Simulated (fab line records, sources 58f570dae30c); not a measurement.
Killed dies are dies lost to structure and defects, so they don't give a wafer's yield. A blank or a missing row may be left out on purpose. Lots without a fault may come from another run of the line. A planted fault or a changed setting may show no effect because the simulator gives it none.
Which tool did it? | flow berkeley_cmos170 | 7 lots, 21 wafers sampled, at 1 step of a route of 331

WHAT THE GAUGES READ, wafer by wafer
UCB170_SCREENOX_THK_MEAS_02.
lot  | measured    | on            | SCREENOX_OXIDE_THK (nm)
L873 | day 5 10:54 | film_metro-01 | 14.55 14.54 14.23
L875 | day 5 19:16 | film_metro-03 | 14.19 14.45 14.30
L876 | day 6 10:41 | film_metro-03 | 14.46 14.67 14.46
L879 | day 6 22:16 | film_metro-03 | 13.95 13.96 13.92
L880 | day 7 02:12 | film_metro-02 | 14.16 13.96 14.28
L886 | day 8 17:29 | film_metro-01 | 15.67 15.64 15.57
L893 | day 9 14:07 | film_metro-01 | 15.40 15.40 15.51

WHICH TOOL RAN EACH LOT (tool, then ch and the chambers of the sampled wafers, then the start)
The record holds no process step before these readings.

THE ANSWER, worked out from the rows above alone
Rule: what is usual is taken from the lots themselves. Put in order of their means at a reading, lots are off if they are a third of the lots or fewer, leave a main group of 4 or more, and stand apart from it by a gap of 3 or more times the standard deviation of the main group's means; of several such gaps the widest counts. A main group whose means are all the same, to the digits that the tables above print for the reading, isn't used. A lot without any number at a reading at which 4 lots or more have one is off too. The other lots that the step has rows for count as sound.
Off: L886, L893, at UCB170_SCREENOX_THK_MEAS_02 (SCREENOX_OXIDE_THK). The main group: mean 14.27 nm, standard deviation 0.21.
A tool fits if, at a process step before that reading, it ran every lot that is off, and no sound lot after the first of them. The gauges at UCB170_SCREENOX_THK_MEAS_02 are tried like those tools. One fits: film_metro-01 at UCB170_SCREENOX_THK_MEAS_02. Its last sound lot is L873 (day 5 10:54), its first lot that is off L886 (day 8 17:29): a fault that began between those two fits.

WHAT THE SIMULATOR HAD PUT IN
Metrology matching offset: film_metro-01, from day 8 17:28 on, at UCB170_SCREENOX_THK_MEAS_02. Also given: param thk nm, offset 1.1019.
Lots struck among those shown: L886, L893. The rule above found the same.
